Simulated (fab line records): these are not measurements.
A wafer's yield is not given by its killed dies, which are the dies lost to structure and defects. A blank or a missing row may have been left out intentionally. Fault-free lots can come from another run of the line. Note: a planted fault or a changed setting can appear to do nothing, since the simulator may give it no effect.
A struck lot beside a sound one    flow berkeley cmos170    26 steps out of a route of 331
Sound: the wafers L968.1, L968.3, L968.4. Wafers struck: L974.1, L974.2, L974.5. Last of all comes the cause.
For every step that has rows: the tool of each side, followed by ch and its chambers, followed by its first start. Under that, the readings that differ: sound wafers    struck wafers    difference of the means    sigmas: that difference in standard deviations of wafers without a fault.
alike: words and numbers the same on both sides, and readings whose means are apart by under 2 such deviations; not compared: readings that were withheld, readings missing a value for some wafer, numbers with overlapping values and no deviation given by the record, and bounds like >300 which may hide the same value.
The two part at a step that has a row with sigmas, a row that says differs or no value, or rows on one side only. Numbers that have no deviation but don't overlap get no sigmas and don't part them. A reading that every wafer of one side lacks parts them only if that side has two wafers or more.

first, 4 steps without rows for these wafers: UCB170_M2_SOFTBAKE_11 (time 60 s); UCB170_M2_EXPOSE_12 (exposes mask METAL2, target cd 700 nm); UCB170_M2_PEB_13; UCB170_M2_DEVELOP_14 (develop time 45 s).
UCB170_M2_CD_MEAS_15 targets a cd of 700 nm.
  sound on cd sem-01 at day 8 05:56; struck on cd sem-01 at day 9 18:47
  alike: cd nm
UCB170_M2_OVL_MEAS_16:
  sound on overlay-02 at day 8 06:04; struck on overlay-01 at day 9 18:55
  alike: M2_OVL
UCB170_M2_ETCH_17: etches BARC in N2/H2.
  sound on rie diel-02 ch 0,1,2, day 8 06:06; struck on rie diel-04 ch 0,1,2, day 9 18:57
  alike: drypump motor current A, oes product au, throttle valve pct
UCB170_M2_METAL_ETCH_18: etches Al in Cl2/BCl3, stops on SiO2, target depth 1170 nm, time 195 s.
  sound on rie metal-04 ch 0,1, day 8 06:08; struck on rie metal-03 ch 0,1, day 9 18:59
  alike: bcl3 flow sccm, drypump motor current A, oes product au, throttle valve pct
  not compared: rf hours counter h
UCB170_M2_STRIP_19: strips in O2.
  sound on plasma asher-04 ch 0,1, day 8 06:20; struck on plasma asher-01 ch 0,1, day 9 19:11
  alike: drypump motor current A, o2 flow sccm, oes product au
  not compared: rf hours counter h
UCB170_M2_CD_MEAS_90 targets a cd of 700 nm.
  sound on cd sem-01 at day 8 06:26; struck on cd sem-02 at day 9 19:17
  alike: cd nm
UCB170_V2_CVD_00: deposits SiO2 from TEOS/O2, target thk 2000 nm, time 250 s.
  sound on pecvd-01 ch 0,2, day 8 06:33; struck on pecvd-01 ch 0,1,2, day 9 19:24
  alike: heater power w
UCB170_V2_THK_MEAS_01:
  sound on film metro-02 at day 8 06:43; struck on film metro-01 at day 9 19:33
  alike: V2_TEOS_THK
UCB170_V2_CMP_02: polishes SiO2.
  sound on cmp-02 ch 0,2,3, day 8 06:46; struck on cmp-02 ch 0,3, day 9 19:37
reading                              sound           struck          difference  sigmas
model.SiO2_of_V2_CVD_00.thk nm (nm)  1001 1001 1002  1340 1336 1358  +343        
  alike: motor current A
UCB170_V2_BOW_MEAS_03:
  sound on film metro-01 at day 8 07:04; struck on film metro-01 at day 9 19:55
  alike: V2_BOW
UCB170_V2_THK_MEAS_04:
  sound on film metro-01 at day 8 07:11; struck on film metro-01 at day 9 20:02
reading               sound                struck                difference  sigmas
V2_POLISHED_THK (nm)  1000.2 999.8 1002.3  1339.6 1336.5 1359.0  +344.3      +99 or more
then, 7 steps without rows for these wafers: UCB170_V2_CLEAN_05 (cleans in DIW); UCB170_V2_HMDS_06 (prime time 60 s); UCB170_V2_COAT_07 (resist thk 900 nm); UCB170_V2_SOFTBAKE_08 (time 60 s); UCB170_V2_EXPOSE_09 (exposes mask VIA2, target cd 700 nm); UCB170_V2_PEB_10; UCB170_V2_DEVELOP_11 (develop time 45 s).
UCB170_V2_CD_MEAS_12 targets a cd of 700 nm.
  sound on cd sem-02 at day 8 08:24; struck on cd sem-02 at day 9 21:08
  alike: cd nm
UCB170_V2_OVL_MEAS_13:
  sound on overlay-02 at day 8 08:31; struck on overlay-02 at day 9 21:15
  alike: V2_OVL
UCB170_V2_ETCH_14: etches SiO2 in CHF3/CF4/Ar, stops on Al, target depth 1250 nm, time 291 s.
  sound on rie diel-01 ch 1,2,3, day 8 08:34; struck on rie diel-01 ch 0,1,2, day 9 21:17
reading                         sound              struck             difference  sigmas
oes product au (a.u.)           0.880 0.885 0.887  1.008 0.992 0.970  +0.106      +10
model.etch.depth nm (nm)        1001 1001 1002     1266 1231 1214     +236        
model.V2.feature depth nm (nm)  1001 1001 1002     1266 1231 1214     +236        
  alike: drypump motor current A, throttle valve pct
  not compared: rf hours counter h
UCB170_V2_STRIP_15: strips in O2.
  sound on plasma asher-01 ch 0,1, day 8 08:44; struck on plasma asher-02 ch 0,1, day 9 21:28
  alike: drypump motor current A, o2 flow sccm, oes product au, strip time to endpoint s
  not compared: rf hours counter h

## WHERE THEY PART
First at UCB170_V2_THK_MEAS_04; last, within this record, at UCB170_V2_ETCH_14. Later steps at which nothing parts them and some readings are alike: UCB170_V2_STRIP_15.

WHY: what had been put in by the simulator
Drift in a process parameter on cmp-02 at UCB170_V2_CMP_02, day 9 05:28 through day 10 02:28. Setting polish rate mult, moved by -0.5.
